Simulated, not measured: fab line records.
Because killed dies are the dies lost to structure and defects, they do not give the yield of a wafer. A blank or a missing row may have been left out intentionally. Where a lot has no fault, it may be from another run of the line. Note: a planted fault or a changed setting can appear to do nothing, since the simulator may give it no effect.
fab line records    flow ritCmos
record: lots: 13  wafers: 39  lastDay: 7
route steps=202 shown PLDD@120 SILICIDE@167 M1@193
lots that met no fault: taken from a fault-free run of the same line
startH: start of the lot's first displayed wafer, in hours after the record's first day    waitH: hours from the lot's prior step to this one    " same as the row above    L1.1+2: a single row standing in for several wafers    - no value, or no start was given    * or withheld: withheld    < > ~ a bound
route shown NAME@n: a module of which the file shows steps, and the number in the route of the first    usual: mean/standard deviation of fault-free wafers    same: alike in all rows    chamber/n: place in a boat    sites: readings site by site    _std_site: how widely they spread, as a standard deviation    _edge_site: outer sites' mean less inner sites'    radiusMm: how far each site lies from the wafer's centre    mask NAME#n: copy n    behind: the tool/chamber that last shaped the wafer    hold: the reason the lot was held/the length of the hold in hours/how it ended    device: whichever transistor did not switch (one of n, p or np)    end of line: tests of these same wafers at the route's end    where a step has no rows: the recipe by itself    killed: dies that structure and defects cost at the first sort, which is not the same as the wafer's yield    map: a wafer's dies, x killed, . not, _ none there
set.NAME: the setting as run; set.NAME@STEP: as run at that earlier step    model.NAME: the simulator's own value behind a step, which no gauge read
one table for each step of the route and one row for each wafer, over a sample of lots
services: from which hour (startH, from the record's first day; less than 0 if before it) a tool's chamber was out of use, for how many hours, and why
== steps ==
step: RIT_PLDD_OVL_MEAS_06
usual: PLDD_OVL: 0.6/1.7
lot.wafer  tool        chamber  startH  waitH  PLDD_OVL[nm]
L521.2     overlay-01  -        55.89   -      1.1
L521.4     "           -        "       "      1.1
L521.6     "           -        "       "      -0.3
L522.3     overlay-01  -        62.65   -      0.5
L522.4     "           -        "       "      -0.7
L522.6     "           -        "       "      -0.1
L523.1     overlay-02  -        65.32   -      -1.2
L523.2     "           -        "       "      -0.6
L523.6     "           -        "       "      -1.5
L524.3     overlay-02  -        74.99   -      1.8
L524.4     "           -        "       "      1.2
L524.6     "           -        "       "      2.7
L525.1     overlay-02  -        77.70   -      3.7
L525.2     "           -        "       "      3.5
L525.3     "           -        "       "      2.8
L526.2     overlay-02  -        80.25   -      2.7
L526.4     "           -        "       "      3.2
L526.6     "           -        "       "      1.9
L527.3     overlay-02  -        88.01   -      0.6
L527.4     "           -        "       "      -1.5
L527.5     "           -        "       "      -0.6
L528.1     overlay-02  -        94.09   -      3.2
L528.4     "           -        "       "      2.4
L528.6     "           -        "       "      3.9
L532.2     overlay-02  -        109.97  -      -2.5
L532.5     "           -        "       "      -1.8
L532.6     "           -        "       "      -1.1
L536.4     overlay-01  -        134.76  -      -0.1
L536.5     "           -        "       "      -0.1
L536.6     "           -        "       "      -0.3
L538.1     overlay-01  -        147.15  -      -2.3
L538.2     "           -        "       "      -0.7
L538.4     "           -        "       "      -1.4
L540.1     overlay-02  -        151.00  -      1.3
L540.3     "           -        "       "      1.4
L540.4     "           -        "       "      0.6
L541.3     overlay-01  -        159.02  -      -0.4
L541.5     "           -        "       "      0.7
L541.6     "           -        "       "      -0.9
step: RIT_SILICIDE_RTA_06
recipe: tempC: 750  timeS: 10  idleTempC: 25  rampUpS: 5  rampDownS: 10  coolToC: 25  ambient: N2
usual: wafer_temp_C_max: 754.0/1.2
lot.wafer  tool          chamber  startH  waitH  wafer_temp_C_max
L521.2     rtpAnneal-02  0        63.55   0.0    752.6
L521.4     "             0        "       "      752.2
L521.6     "             0        "       "      753.2
L522.3     rtpAnneal-01  0        70.10   0.0    753.6
L522.4     "             0        "       "      756.1
L522.6     "             0        "       "      754.8
L523.1     rtpAnneal-02  0        72.90   0.0    753.1
L523.2     "             0        "       "      752.3
L523.6     "             0        "       "      753.0
L524.3     rtpAnneal-01  0        82.70   0.0    754.8
L524.4     "             0        "       "      756.3
L524.6     "             0        "       "      754.0
L525.1     rtpAnneal-02  0        85.31   0.0    753.8
L525.2     "             0        "       "      752.9
L525.3     "             0        "       "      753.2
L526.2     rtpAnneal-01  0        88.33   0.0    754.6
L526.4     "             0        "       "      755.4
L526.6     "             0        "       "      755.1
L527.3     rtpAnneal-02  0        95.55   0.0    752.6
L527.4     "             0        "       "      754.6
L527.5     "             0        "       "      752.3
L528.1     rtpAnneal-01  0        101.58  0.0    755.3
L528.4     "             0        "       "      754.4
L528.6     "             0        "       "      755.5
L532.2     rtpAnneal-01  0        117.38  0.0    754.2
L532.5     "             0        "       "      754.5
L532.6     "             0        "       "      754.8
L536.4     rtpAnneal-01  0        142.49  0.0    755.0
L536.5     "             0        "       "      755.2
L536.6     "             0        "       "      755.5
L538.1     rtpAnneal-01  0        154.46  0.0    757.4
L538.2     "             0        "       "      755.1
L538.4     "             0        "       "      755.8
L540.1     rtpAnneal-01  0        158.65  0.0    754.1
L540.3     "             0        "       "      756.7
L540.4     "             0        "       "      753.9
L541.3     rtpAnneal-02  0        167.28  0.0    754.2
L541.5     "             0        "       "      753.6
L541.6     "             0        "       "      754.1
step: RIT_M1_CD_MEAS_09
recipe: targetCdNm: 2600
usual: cdNm: 2600.1/2
lot.wafer  tool      chamber  startH  waitH  cdNm
L521.2     cdSem-01  -        67.45   -      2602.7
L521.4     "         -        "       "      2600.0
L521.6     "         -        "       "      2599.3
L522.3     cdSem-01  -        73.91   -      2598.7
L522.4     "         -        "       "      2595.6
L522.6     "         -        "       "      2600.9
L523.1     cdSem-01  -        77.03   -      2600.7
L523.2     "         -        "       "      2600.6
L523.6     "         -        "       "      2600.6
L524.3     cdSem-02  -        86.41   -      2601.6
L524.4     "         -        "       "      2601.0
L524.6     "         -        "       "      2602.6
L525.1     cdSem-02  -        89.34   -      2603.3
L525.2     "         -        "       "      2604.3
L525.3     "         -        "       "      2602.5
L526.2     cdSem-02  -        92.26   -      2603.6
L526.4     "         -        "       "      2600.7
L526.6     "         -        "       "      2600.8
L527.3     cdSem-02  -        99.25   -      2600.0
L527.4     "         -        "       "      2596.7
L527.5     "         -        "       "      2599.3
L528.1     cdSem-02  -        105.51  -      2598.0
L528.4     "         -        "       "      2598.2
L528.6     "         -        "       "      2598.5
L532.2     cdSem-02  -        121.16  -      2600.5
L532.5     "         -        "       "      2601.0
L532.6     "         -        "       "      2601.0
L536.4     cdSem-01  -        146.32  -      2600.2
L536.5     "         -        "       "      2599.3
L536.6     "         -        "       "      2600.3
L538.1     cdSem-01  -        158.23  -      2599.9
L538.2     "         -        "       "      2601.6
L538.4     "         -        "       "      2600.2
L540.1     cdSem-01  -        162.29  -      2600.1
L540.3     "         -        "       "      2599.1
L540.4     "         -        "       "      2601.4
L541.3     cdSem-02  -        171.14  -      2603.1
L541.5     "         -        "       "      2602.9
L541.6     "         -        "       "      2603.2
step: RIT_M1_METAL_ETCH_12
recipe: stopOn: SiO2  chemistry: Cl2/BCl3  target: Al  timeS: 165  overEtchFrac: 0.4871  pressureMtorr: 100  targetDepthA: 6000  rfW: 250  Cl2_flow_sccm: 60  bcl3FlowSccm: 50
usual: drypumpMotorCurrentA: 5.88/0.27  heBacksideLeakSccm: 3.3/0.3  mfcCl2Sccm: 59.96/0.19  oesProductAu: 0.787/0.01  throttleValvePct: 8.22/0.11
same: overEtchFrac: 0.4871
lot.wafer  tool         chamber  startH  waitH  drypumpMotorCurrentA  heBacksideLeakSccm  mfcCl2Sccm  oesProductAu  rfHoursCounterH  throttleValvePct
L521.2     rieMetal-02  0        67.84   0.2    6.13                  4.5                 59.72       0.780         37               8.16
L521.4     "            0        "       "      6.12                  3.2                 59.88       0.778         -                8.14
L521.6     "            0        "       "      6.12                  3.0                 59.95       0.783         -                8.16
L522.3     rieMetal-03  0        74.33   0.2    5.46                  3.3                 60.14       0.782         -                8.10
L522.4     "            1        "       "      5.66                  3.0                 60.22       0.777         -                8.19
L522.6     "            0        "       "      5.48                  3.2                 59.99       0.786         -                8.07
L523.1     rieMetal-01  1        77.43   0.2    6.23                  2.9                 60.02       0.786         1                8.22
L523.2     "            0        "       "      5.92                  3.3                 59.90       0.793         1                8.37
L523.6     "            0        "       "      5.90                  3.3                 59.97       0.795         -                8.36
L524.3     rieMetal-02  0        86.93   0.2    6.10                  3.1                 59.87       0.780         -                8.13
L524.4     "            1        "       "      5.96                  3.4                 60.11       0.787         -                8.38
L524.6     "            0        "       "      6.10                  2.9                 59.78       0.802         -                8.15
L525.1     rieMetal-03  0        89.74   0.2    5.44                  3.4                 60.00       0.789         2                8.08
L525.2     "            1        "       "      5.63                  3.3                 60.02       0.779         3                8.18
L525.3     "            0        "       "      5.42                  3.2                 59.86       0.788         -                8.07
L526.2     rieMetal-01  0        92.76   0.2    5.91                  3.5                 59.86       0.801         1                8.36
L526.4     "            0        "       "      5.93                  3.5                 59.78       0.803         -                8.35
L526.6     "            1        "       "      6.22                  2.9                 59.80       0.803         -                8.22
L527.3     rieMetal-02  0        99.67   0.2    6.13                  3.1                 59.65       0.790         -                8.13
L527.4     "            1        "       "      5.96                  3.1                 59.95       0.781         -                8.38
L527.5     "            1        "       "      6.01                  3.4                 59.78       0.778         -                8.39
L528.1     rieMetal-03  0        105.92  0.2    5.46                  3.1                 59.98       0.783         3                8.08
L528.4     "            0        "       "      5.45                  3.2                 60.04       0.787         -                8.08
L528.6     "            0        "       "      5.43                  3.2                 60.26       0.792         -                8.08
L532.2     rieMetal-01  0        121.54  0.2    5.93                  3.4                 59.85       0.803         1                8.37
L532.5     "            1        "       "      6.23                  3.0                 60.01       0.782         -                8.23
L532.6     "            0        "       "      5.92                  3.5                 59.78       0.801         -                8.36
L536.4     rieMetal-03  0        146.72  0.1    5.48                  3.3                 59.77       0.780         -                8.09
L536.5     "            0        "       "      5.48                  3.4                 59.91       0.783         -                8.09
L536.6     "            1        "       "      5.67                  3.1                 60.08       0.779         -                8.18
L538.1     rieMetal-02  1        158.63  0.2    5.94                  3.4                 59.96       0.807         0                8.39
L538.2     "            0        "       "      6.11                  3.0                 59.80       0.779         0                8.15
L538.4     "            1        "       "      5.93                  3.2                 59.93       0.796         -                8.38
L540.1     rieMetal-01  1        162.70  0.2    6.23                  3.3                 60.06       0.787         2                8.21
L540.3     "            0        "       "      5.92                  3.5                 59.84       0.801         -                8.37
L540.4     "            1        "       "      6.23                  3.2                 59.72       0.807         -                8.22
L541.3     rieMetal-02  1        171.56  0.2    5.98                  3.6                 60.00       0.793         -                8.37
L541.5     "            1        "       "      6.02                  3.4                 60.00       0.798         -                8.38
L541.6     "            0        "       "      6.10                  3.2                 59.92       0.774         -                8.15
step: RIT_M1_PROBE_99
usual: defectLimitedYield: 97.4/1.1  killed_at_M0_to_M3: 0/0  killedAtContacts: 0.0/0.16  killedAtFrontEnd: 6.9/2.9  killedDies: 7.0/2.9  killedOpen: 3.4/2.1  killedShort: 3.5/1.8  sort_bin_3_pad_short: 0.1/0.23  sort_bin_5_function: 1.5/0.78  sort_bin_6_memory: 1.0/0.65  sortNPass: 257.0/2.9  sortYieldPct: 97.4/1.1
same: grossDies: 264  killed_at_M4_up: 0  killedAtBackSide: 0  killedAtOther: 0
lot.wafer  tool       chamber  startH  waitH  defectLimitedYield[%]  killed_at_M0_to_M3  killedAtContacts  killedAtFrontEnd  killedDies  killedOpen  killedShort  sort_bin_3_pad_short[%]  sort_bin_5_function[%]  sort_bin_6_memory[%]  sortNPass  sortYieldPct[%]
L521.2     prober-01  -        70.17   0.1    98.1                   0                   0                 5                 5           4           1            0                        1.1                     0.8                   259.0      98.1
L521.4     prober-01  -        70.27   0.2    97.0                   0                   0                 8                 8           3           5            0                        3.0                     0                     256.0      97.0
L521.6     prober-01  -        70.37   0.2    96.6                   0                   0                 9                 9           3           6            0                        1.5                     1.9                   255.0      96.6
L522.3     prober-02  -        76.64   0.2    97.0                   0                   0                 8                 8           5           3            0.4                      1.5                     1.1                   256.0      97.0
L522.4     prober-02  -        76.69   0.2    94.7                   0                   0                 14                14          10          4            0.4                      1.9                     3.0                   250.0      94.7
L522.6     prober-02  -        76.79   0.2    98.1                   0                   0                 5                 5           2           3            0.4                      1.1                     0.4                   259.0      98.1
L523.1     prober-01  -        79.70   0.1    99.2                   0                   0                 2                 2           1           1            0                        0.4                     0.4                   262.0      99.2
L523.2     prober-01  -        79.75   0.1    98.9                   0                   0                 3                 3           1           2            0.4                      0.4                     0.4                   261.0      98.9
L523.6     prober-01  -        79.95   0.2    97.3                   0                   0                 7                 7           2           5            0.4                      1.1                     1.1                   257.0      97.3
L524.3     prober-02  -        89.28   0.2    98.5                   0                   0                 4                 4           3           1            0                        0.8                     0.8                   260.0      98.5
L524.4     prober-02  -        89.33   0.2    97.7                   0                   0                 6                 6           3           3            0.4                      1.5                     0.4                   258.0      97.7
L524.6     prober-02  -        89.43   0.2    97.7                   0                   0                 6                 6           2           4            0                        0.8                     1.5                   258.0      97.7
L525.1     prober-01  -        92.05   0.1    95.5                   0                   0                 12                12          9           3            0.4                      3.0                     1.1                   252.0      95.5
L525.2     prober-01  -        92.10   0.1    97.7                   0                   1                 5                 6           1           5            0                        1.1                     1.1                   258.0      97.7
L525.3     prober-01  -        92.15   0.2    95.8                   0                   0                 11                11          7           4            0                        2.3                     1.9                   253.0      95.8
L526.2     prober-02  -        95.09   0.1    97.7                   0                   0                 6                 6           3           3            0.4                      1.5                     0.4                   258.0      97.7
L526.4     prober-02  -        95.19   0.2    98.1                   0                   0                 5                 5           1           4            0.4                      1.1                     0.4                   259.0      98.1
L526.6     prober-02  -        95.29   0.2    97.7                   0                   0                 6                 6           5           1            0                        1.5                     0.8                   258.0      97.7
L527.3     prober-01  -        101.97  0.2    98.1                   0                   0                 5                 5           5           0            0                        0.4                     1.5                   259.0      98.1
L527.4     prober-01  -        102.02  0.2    94.7                   0                   0                 14                14          7           7            0                        3.0                     2.3                   250.0      94.7
L527.5     prober-01  -        102.07  0.2    96.2                   0                   0                 10                10          5           5            0                        2.3                     1.5                   254.0      96.2
L528.1     prober-02  -        108.19  0.1    97.3                   0                   0                 7                 7           2           5            0                        0.8                     1.9                   257.0      97.3
L528.4     prober-02  -        108.34  0.2    97.7                   0                   0                 6                 6           2           4            0                        0.8                     1.5                   258.0      97.7
L528.6     prober-02  -        108.44  0.2    97.3                   0                   0                 7                 7           3           4            0                        2.3                     0.4                   257.0      97.3
L532.2     prober-02  -        124.08  0.1    99.2                   0                   0                 2                 2           2           0            0                        0.8                     0                     262.0      99.2
L532.5     prober-02  -        124.23  0.2    97.0                   0                   1                 7                 8           3           5            0.4                      2.3                     0.4                   256.0      97.0
L532.6     prober-02  -        124.28  0.2    97.3                   0                   0                 7                 7           4           3            0                        1.9                     0.8                   257.0      97.3
L536.4     prober-02  -        149.09  0.2    96.6                   6                   0                 3                 9           2           1            0                        2.7                     0.8                   255.0      96.6
L536.5     prober-02  -        149.14  0.2    94.7                   3                   0                 11                14          6           5            0.4                      4.2                     0.8                   250.0      94.7
L536.6     prober-02  -        149.19  0.2    96.2                   0                   0                 10                10          3           7            0.8                      2.7                     0.4                   254.0      96.2
L538.1     prober-02  -        160.89  0.1    95.5                   0                   0                 12                12          8           4            0                        2.3                     2.3                   252.0      95.5
L538.2     prober-02  -        160.94  0.1    96.2                   0                   0                 10                10          5           5            0                        1.9                     1.9                   254.0      96.2
L538.4     prober-02  -        161.04  0.2    96.6                   0                   0                 9                 9           5           4            0                        1.9                     1.5                   255.0      96.6
L540.1     prober-02  -        164.95  0.1    96.6                   0                   0                 9                 9           4           5            0                        2.7                     0.8                   255.0      96.6
L540.3     prober-02  -        165.05  0.2    96.2                   0                   0                 10                10          5           5            0                        1.5                     2.3                   254.0      96.2
L540.4     prober-02  -        165.10  0.2    96.2                   0                   0                 10                10          6           4            0.4                      2.3                     1.1                   254.0      96.2
L541.3     prober-01  -        173.86  0.2    97.0                   0                   0                 8                 8           2           6            0                        1.9                     1.1                   256.0      97.0
L541.5     prober-01  -        173.96  0.2    98.5                   0                   0                 4                 4           1           3            0                        0.8                     0.8                   260.0      98.5
L541.6     prober-01  -        174.01  0.2    97.7                   0                   1                 5                 6           3           3            0.8                      0.8                     0.8                   258.0      97.7
killed by level:class
L521.2 GATE:geometricParticle:open=2 FOX2:geometricParticle:short=1 FOX2:geometricParticle:open=1 SILICIDE:geometricParticle:open=1
L521.4 GATE:geometricParticle:short=4 FOX1:geometricParticle:open=1 GATE:geometricParticle:open=1 SPACER:geometricParticle:open=1 SPACER:geometricParticle:short=1
L521.6 GATE:geometricParticle:short=5 FOX1:geometricParticle:open=1 FOX2:geometricParticle:short=1 GATE:geometricParticle:open=1 SILICIDE:geometricParticle:open=1
L522.3 GATE:geometricParticle:open=3 REOX:geometricParticle:open=2 REOX:geometricParticle:short=2 GATE:geometricParticle:short=1
L522.4 GATE:geometricParticle:open=6 FOX1:geometricParticle:short=2 REOX:geometricParticle:open=2 FOX1:geometricParticle:open=1 REOX:geometricParticle:short=1 SPACER:geometricParticle:short=1 SPACER:geometricParticle:open=1
L522.6 FOX1:geometricParticle:short=1 GATE:geometricParticle:short=1 REOX:geometricParticle:open=1 SPACER:geometricParticle:short=1 SILICIDE:geometricParticle:open=1
L523.1 GATE:geometricParticle:short=1 SILICIDE:geometricParticle:open=1
L523.2 GATE:geometricParticle:open=1 REOX:geometricParticle:short=1 SILICIDE:geometricParticle:short=1
L523.6 REOX:geometricParticle:short=3 GATE:geometricParticle:short=2 ACTIVE:geometricParticle:open=1 REOX:geometricParticle:open=1
L524.3 REOX:geometricParticle:open=2 SPACER:geometricParticle:open=1 REOX:geometricParticle:short=1
L524.4 GATE:geometricParticle:open=3 GATE:geometricParticle:short=3
L524.6 SPACER:geometricParticle:short=2 FOX1:geometricParticle:short=1 GATE:geometricParticle:short=1 REOX:geometricParticle:open=1 SPACER:geometricParticle:open=1
L525.1 GATE:geometricParticle:open=3 FOX2:geometricParticle:open=2 SPACER:geometricParticle:open=2 SILICIDE:geometricParticle:open=2 FOX2:geometricParticle:short=1 GATE:geometricParticle:short=1 REOX:geometricParticle:short=1
L525.2 FOX1:geometricParticle:short=2 GATE:geometricParticle:short=2 REOX:geometricParticle:open=1 CONTACT:geometricParticle:short=1
L525.3 FOX2:geometricParticle:open=2 REOX:geometricParticle:open=2 REOX:geometricParticle:short=2 GATE:geometricParticle:open=1 SPACER:geometricParticle:open=1 SPACER:geometricParticle:short=1 SILICIDE:geometricParticle:open=1 SILICIDE:geometricParticle:short=1
L526.2 GATE:geometricParticle:short=2 GATE:geometricParticle:open=1 REOX:geometricParticle:short=1 REOX:geometricParticle:open=1 SPACER:geometricParticle:open=1
L526.4 SPACER:geometricParticle:short=2 ACTIVE:geometricParticle:short=1 GATE:geometricParticle:open=1 REOX:geometricParticle:short=1
L526.6 SPACER:geometricParticle:open=3 FOX1:geometricParticle:open=1 GATE:geometricParticle:short=1 GATE:geometricParticle:open=1
L527.3 GATE:geometricParticle:open=3 FOX1:geometricParticle:open=1 SPACER:geometricParticle:open=1
L527.4 GATE:geometricParticle:open=5 GATE:geometricParticle:short=5 SILICIDE:geometricParticle:open=2 FOX1:geometricParticle:short=1 SILICIDE:geometricParticle:short=1
L527.5 GATE:geometricParticle:open=5 GATE:geometricParticle:short=4 FOX1:geometricParticle:short=1
L528.1 FOX1:geometricParticle:short=2 FOX1:geometricParticle:open=1 GATE:geometricParticle:open=1 REOX:geometricParticle:short=1 SPACER:geometricParticle:short=1 SILICIDE:geometricParticle:short=1
L528.4 GATE:geometricParticle:short=2 FOX1:geometricParticle:open=1 FOX1:geometricParticle:short=1 REOX:geometricParticle:open=1 REOX:geometricParticle:short=1
L528.6 GATE:geometricParticle:short=2 SILICIDE:geometricParticle:short=2 GATE:geometricParticle:open=1 REOX:geometricParticle:open=1 SILICIDE:geometricParticle:open=1
L532.2 REOX:geometricParticle:open=1 SPACER:geometricParticle:open=1
L532.5 GATE:geometricParticle:short=5 GATE:geometricParticle:open=1 REOX:geometricParticle:open=1 CONTACT:geometricParticle:open=1
L532.6 SILICIDE:geometricParticle:short=2 FOX1:geometricParticle:short=1 GATE:geometricParticle:open=1 REOX:geometricParticle:open=1 SPACER:geometricParticle:open=1 SILICIDE:geometricParticle:open=1
L536.4 M1:unspecified=6 GATE:geometricParticle:open=1 GATE:geometricParticle:short=1 REOX:geometricParticle:open=1
L536.5 GATE:geometricParticle:short=4 REOX:geometricParticle:open=3 M1:unspecified=3 FOX1:geometricParticle:open=2 GATE:geometricParticle:open=1 SPACER:geometricParticle:short=1
L536.6 GATE:geometricParticle:short=4 FOX2:geometricParticle:short=2 FOX1:geometricParticle:open=1 GATE:geometricParticle:open=1 REOX:geometricParticle:short=1 SPACER:geometricParticle:open=1
L538.1 REOX:geometricParticle:open=4 SPACER:geometricParticle:short=2 FOX1:geometricParticle:open=1 FOX1:geometricParticle:short=1 GATE:geometricParticle:open=1 GATE:geometricParticle:short=1 SPACER:geometricParticle:open=1 SILICIDE:geometricParticle:open=1
L538.2 FOX2:geometricParticle:short=3 SPACER:geometricParticle:open=2 FOX1:geometricParticle:short=1 FOX2:geometricParticle:open=1 GATE:geometricParticle:open=1 GATE:geometricParticle:short=1 SILICIDE:geometricParticle:open=1
L538.4 FOX1:geometricParticle:open=2 GATE:geometricParticle:open=2 SILICIDE:geometricParticle:short=2 FOX2:geometricParticle:open=1 GATE:geometricParticle:short=1 REOX:geometricParticle:short=1
L540.1 FOX1:geometricParticle:short=4 FOX1:geometricParticle:open=2 GATE:geometricParticle:open=1 REOX:geometricParticle:short=1 SILICIDE:geometricParticle:open=1
L540.3 GATE:geometricParticle:short=3 REOX:geometricParticle:open=3 FOX1:geometricParticle:open=1 FOX1:geometricParticle:short=1 FOX2:geometricParticle:open=1 SPACER:geometricParticle:short=1
L540.4 GATE:geometricParticle:open=3 GATE:geometricParticle:short=2 FOX1:geometricParticle:open=1 FOX1:geometricParticle:short=1 REOX:geometricParticle:open=1 SPACER:geometricParticle:short=1 SILICIDE:geometricParticle:open=1
L541.3 FOX1:geometricParticle:short=2 FOX1:geometricParticle:open=1 FOX2:geometricParticle:short=1 FOX2:geometricParticle:open=1 GATE:geometricParticle:short=1 REOX:geometricParticle:short=1 SPACER:geometricParticle:short=1
L541.5 FOX1:geometricParticle:short=2 FOX2:geometricParticle:short=1 FOX2:geometricParticle:open=1
L541.6 GATE:geometricParticle:open=2 GATE:geometricParticle:short=2 FOX2:geometricParticle:open=1 CONTACT:geometricParticle:short=1
== services ==
tool         chamber  startH  hours  kind
rieMetal-02  -        136.12  20.0   pm
rieMetal-02  0        136.12  20.0   ventCycle
rieMetal-02  1        136.12  20.0   ventCycle
rieMetal-02  0        156.12  -      clean
rieMetal-02  1        156.12  -      clean
== key ==
firstSign: step: RIT_M1_PROBE_99  reading: killed_at_M0_to_M3  direction: up  sigmas: 4.5  usual: 0  struck: 4.5
effect none on later readings
metAt RIT_M1_METAL_ETCH_12
struckLots L536
struckWafers L536.4,L536.5
notActingAt RIT_PLDD_OVL_MEAS_06,RIT_SILICIDE_RTA_06,RIT_M1_CD_MEAS_09
onsetBetween 105.92 146.72
fault: kind: chamberParticleSource  tool: rieMetal-03  chamber: 0  onsetH: 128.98  steps: RIT_M1_METAL_ETCH_12  ratePerVisitCm2: 0.030418  endH: 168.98
